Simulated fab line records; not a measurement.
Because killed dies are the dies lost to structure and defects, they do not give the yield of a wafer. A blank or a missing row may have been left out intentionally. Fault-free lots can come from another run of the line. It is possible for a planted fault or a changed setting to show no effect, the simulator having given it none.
Problem report in the 8D (eight disciplines) form, filled by code -- flow rit_cmos -- the parts of the form that need people (team, actions taken, sign-off) are left out

== 1. WHAT WENT WRONG ==
Mean of spin_speed_rpm at RIT_NSD_COAT_01: 3750.2 rpm across 6 wafers in 2 lots; on wafers with no fault it is 3249.7 rpm (standard deviation 2.3). That is +99 or more standard deviations from the usual mean.
The step: resist thk 1000 nm.
Seen first at day 4 08:19 on litho_track-02, wafer L565.3. Wafers with a number at this step in the record: 42, from 14 lots. Rule for "out" (also "out of limits"): further than 4 standard deviations from the usual mean. Any other wafer with a number is counted as sound.

== 2. WHAT IT IS, AND WHAT IT ISN'T ==
question,is,is not
which readings at this step,spin_speed_rpm,-
which lots,"L565, L567","L558, L559, L560, L561, L563, L564, L566, L568, L573, L575, L580, L581"
which wafers of those lots,all that have a number,-
read on which tools,litho_track-02,"litho_track-01, litho_track-03"
when,from day 4 08:19,"up to then (18 sound wafers); but 18 sound wafers of L566, L568, L573, L575, L580, L581 came after"

== 3. WHAT RULES OUT EACH SUSPECT ==
Counting: any tool at a process step up to the reading is kept as a suspect provided that every lot that is out went through it and no sound lot did after the first of them.
- litho_track-02 at RIT_NSD_COAT_01 (resist thk 1000 nm): ruled out as a lasting fault. Sound lots L581 ran on it after its first lot that is out, L565 (day 4 08:19).
Left after counting: nothing in the record.

== 4. THE CAUSE (what the simulator had put in) ==
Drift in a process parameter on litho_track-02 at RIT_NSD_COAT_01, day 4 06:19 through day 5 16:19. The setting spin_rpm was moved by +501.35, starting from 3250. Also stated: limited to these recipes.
Counting ruled it out, wrongly.

== 5. SEQUENCE OF EFFECTS, ordered by route ==
Each row: a reading where the mean over the struck wafers with a number is more than 3 standard deviations away from the usual. Scope: only readings with a usual standard deviation given in the record; hours: median across lots of the time from each lot's start at the first step in this table that gives one to its start at this step; sigmas: change in usual standard deviations.
hours,step,reading,usual,on struck wafers,change,sigmas
0,RIT_NSD_COAT_01,spin_speed_rpm,3249.7 rpm,3750.2,+500.5,+99 or more
Its process steps:
- RIT_NSD_COAT_01: resist thk 1000 nm.

== 6. HOW IT WOULD HAVE BEEN CAUGHT EARLIER ==
First out-of-limits reading in this record: day 4 08:19, which is 2 hours after fault onset at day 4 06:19.
